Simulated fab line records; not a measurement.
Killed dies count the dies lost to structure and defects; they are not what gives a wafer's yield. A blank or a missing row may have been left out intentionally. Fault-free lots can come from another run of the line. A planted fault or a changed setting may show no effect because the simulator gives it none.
Split-lot study | flow berkeley cmos170 | on a route of 331 steps: 5 lots, 23 wafers read

## THE SPLIT ITSELF
At UCB170_GATE_EXPOSE_09 (exposes mask POLY, target cd 350 nm), the setting dose mj was moved away from the recipe's 21 on 7 of the 23 wafers read, by +3.4% to +7.1%. This setting was run at the recipe's value on the other wafers.

## FROM THE SPLIT TO THE READING: what the file shows between them, 6 steps
- UCB170_GATE_PEB_10
- UCB170_GATE_DEVELOP_11: develop time 45 s
- UCB170_GATE_CD_MEAS_12: target cd 350 nm
- UCB170_GATE_ETCH_14: etches BARC in N2/H2
- UCB170_GATE_ETCH_15: etches poly-Si in HBr/Cl2, stops on SiO2, time 56.3 s, target depth 278.2 nm
- UCB170_GATE_STRIP_16: strips in O2

## THE READING
cd nm at UCB170_GATE_CD_MEAS_90, given in nm (cd target 350 nm). Fault-free wafers of this fab line usually give 350.1 nm, standard deviation 1.4 nm.

wafer  | tool, chamber at the split | dose mj as run | against the recipe | cd nm, nm | against lot-mates on the recipe
L074.1 | krf scanner-02, 0          | 21             | recipe             | 348.4     | -
L074.2 | krf scanner-02, 0          | 21             | recipe             | 348.7     | -
L074.3 | krf scanner-02, 0          | 21             | recipe             | 349.8     | -
L074.4 | krf scanner-02, 0          | 21             | recipe             | 349.7     | -
L074.5 | krf scanner-02, 0          | 21             | recipe             | 349.1     | -
L078.1 | krf scanner-01, 0          | 21.71          | +3.4%              | 345.2     | -5.1
L078.2 | krf scanner-01, 0          | 21             | recipe             | 349.5     | -
L078.3 | krf scanner-01, 0          | 21.71          | +3.4%              | 345.3     | -4.9
L078.5 | krf scanner-01, 0          | 21             | recipe             | 351.0     | -
L078.6 | krf scanner-01, 0          | 21.71          | +3.4%              | 344.3     | -5.9
L079.1 | krf scanner-02, 0          | 21             | recipe             | 350.7     | -
L079.5 | krf scanner-02, 0          | 21             | recipe             | 351.4     | -
L079.6 | krf scanner-02, 0          | 21             | recipe             | 350.3     | -
L084.1 | krf scanner-01, 0          | 21             | recipe             | 346.7     | -
L084.2 | krf scanner-01, 0          | 22.49          | +7.1%              | 336.0     | -12.2
L084.3 | krf scanner-01, 0          | 22.49          | +7.1%              | 336.3     | -11.9
L084.4 | krf scanner-01, 0          | 21             | recipe             | 349.6     | -
L084.6 | krf scanner-01, 0          | 21             | recipe             | 348.3     | -
L085.1 | krf scanner-02, 0          | 21             | recipe             | 349.5     | -
L085.2 | krf scanner-02, 0          | 21.96          | +4.6%              | 343.0     | -6.6
L085.3 | krf scanner-02, 0          | 21.96          | +4.6%              | 341.3     | -8.3
L085.5 | krf scanner-02, 0          | 21             | recipe             | 349.2     | -
L085.6 | krf scanner-02, 0          | 21             | recipe             | 350.1     | -

FIT RESULTS
A straight line over all 23 wafers: cd nm changes by -1.74 nm for each +1% of dose mj; r = -0.96; the points scatter about the line by 1.2 nm.
The same after taking each lot's own level away (the mean of its wafers on the recipe; 23 wafers): -1.66 nm for each +1%; r = -0.99; scatter 0.7 nm.
According to that fit, moving dose mj by its largest amount changes the reading by 12 nm.
The span of the lots' own levels, 348.20 to 350.80 nm, comes to 1.9 times the standard deviation stated above.
Hence the lot-to-lot level has little effect on the slope; both slopes agree.
Check: with one of the wafers moved furthest among these (+7.1%) left out of the fit, the line predicts -11.6 nm for it against its lot-mates. It came out at -12.2 nm against them.

## OTHER SPLITS APPLIED TO THESE WAFERS
Note: prior to the reading, these wafers also went through further splits. Each is held against what the fit with the lots' levels taken away leaves over:
other split on the same wafers | wafers away from the commonest value | r with cd nm (lot level and that fit taken away)
UCB170_PVT_IMPLANT_07 dose cm2 | 4                                    | +0.11

## THE WHOLE CHAIN: every reading that the file lists as answering this split, in the file's order
step                   | what it does                                                                 | reading                                                     | change (the file's fit)              | r (the file's)
UCB170_GATE_CD_MEAS_12 | target cd 350 nm                                                             | cd nm                                                       | -1.7 nm for each +1% of the setting  | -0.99
UCB170_GATE_ETCH_15    | etches poly-Si in HBr/Cl2, stops on SiO2, time 56.3 s, target depth 278.2 nm | GATE.cd nm (the simulator's own value, which no gauge read) | -1.69 nm for each +1% of the setting | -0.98
UCB170_GATE_CD_MEAS_90 | target cd 350 nm                                                             | cd nm                                                       | -1.67 nm for each +1% of the setting | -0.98

## FILE'S OWN FIT
cd nm changes by -1.67 nm for each +1% of dose mj, r = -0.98.
